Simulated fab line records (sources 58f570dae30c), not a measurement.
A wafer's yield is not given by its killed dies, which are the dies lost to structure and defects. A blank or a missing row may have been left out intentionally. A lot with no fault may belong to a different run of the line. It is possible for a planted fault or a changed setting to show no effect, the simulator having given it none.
Chamber matching :: flow berkeley-cmos170 :: rie-si-02 running UCB170_GATE_ETCH_15: 4 sister chambers
The step etches poly-Si in HBr/Cl2, stops on SiO2, time 56.3 s, target depth 278.2 nm. 14 wafers are shown with their chamber, then 6 later ones without.

WAFERS PAIRED WITH THEIR CHAMBERS
wafer: L852.1
chamber: 0
rf-fwd-power-W (W): 295.3
oes-product-au (a.u.): 0.830

wafer: L852.5
chamber: 0
rf-fwd-power-W (W): 295.1
oes-product-au (a.u.): 0.821

wafer: L852.6
chamber: 1
rf-fwd-power-W (W): 297.9
oes-product-au (a.u.): 0.821

wafer: L855.1
chamber: 3
rf-fwd-power-W (W): 296.2
oes-product-au (a.u.): 0.822

wafer: L855.2
chamber: 1
rf-fwd-power-W (W): 298.5
oes-product-au (a.u.): 0.835

wafer: L855.5
chamber: 1
rf-fwd-power-W (W): 296.9
oes-product-au (a.u.): 0.839

wafer: L859.1
chamber: 0
rf-fwd-power-W (W): 297.1
oes-product-au (a.u.): 0.838

wafer: L859.4
chamber: 3
rf-fwd-power-W (W): 296.8
oes-product-au (a.u.): 0.818

wafer: L859.5
chamber: 2
rf-fwd-power-W (W): 299.6
oes-product-au (a.u.): 0.824

wafer: L856.1
chamber: 1
rf-fwd-power-W (W): 297.6
oes-product-au (a.u.): 0.835

wafer: L856.2
chamber: 3
rf-fwd-power-W (W): 297.1
oes-product-au (a.u.): 0.813

wafer: L856.6
chamber: 3
rf-fwd-power-W (W): 299.1
oes-product-au (a.u.): 0.826

wafer: L862.1
chamber: 3
rf-fwd-power-W (W): 298.1
oes-product-au (a.u.): 0.825

wafer: L862.4
chamber: 1
rf-fwd-power-W (W): 296.6
oes-product-au (a.u.): 0.828

SIGNATURES (means of the wafers above)
reading: rf-fwd-power-W
chamber 0: 295.833
chamber 1: 297.500
chamber 2: 299.600
chamber 3: 297.460
scatter within a chamber: 1

reading: oes-product-au
chamber 0: 0.82967
chamber 1: 0.83160
chamber 2: 0.82400
chamber 3: 0.82080
scatter within a chamber: 0.0068
Rule: for a wafer and a chamber, the distance is found by dividing, reading by reading, the gap between the wafer's reading and the chamber's mean by the reading's scatter, squaring, summing and taking the root. If the next closest chamber is less than 2 further off than the closest, the wafer can't be placed; otherwise it belongs to the closest. How the scatter is found: for the shown wafers, subtract from each reading the mean of its chamber, square and add these, divide the total by (wafers less chambers), then take the root.

WAFERS MISSING THEIR CHAMBER
wafer: L862.5
rf-fwd-power-W (W): 297.3
oes-product-au (a.u.): 0.839

wafer: L863.2
rf-fwd-power-W (W): 295.9
oes-product-au (a.u.): 0.812

wafer: L863.5
rf-fwd-power-W (W): 297.3
oes-product-au (a.u.): 0.814

wafer: L863.6
rf-fwd-power-W (W): 298.3
oes-product-au (a.u.): 0.822

wafer: L867.4
rf-fwd-power-W (W): 298.6
oes-product-au (a.u.): 0.825

wafer: L867.5
rf-fwd-power-W (W): 298.2
oes-product-au (a.u.): 0.825

THE CHAMBER EACH PASSED THROUGH
wafer: L862.5
from the rows above: can't be placed: 1 or 0 or 3
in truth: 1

wafer: L863.2
from the rows above: can't be placed: 3 or 0 or 1
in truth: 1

wafer: L863.5
from the rows above: can't be placed: 3 or 1 or 2 or 0
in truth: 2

wafer: L863.6
from the rows above: can't be placed: 3 or 2 or 1 or 0
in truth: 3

wafer: L867.4
from the rows above: can't be placed: 2 or 3 or 1 or 0
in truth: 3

wafer: L867.5
from the rows above: can't be placed: 3 or 1 or 2 or 0
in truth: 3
Correct placement for 0 of the 6. These rows do not allow placing 6 (true chamber among the candidates in 6). Placed wrongly: 0.
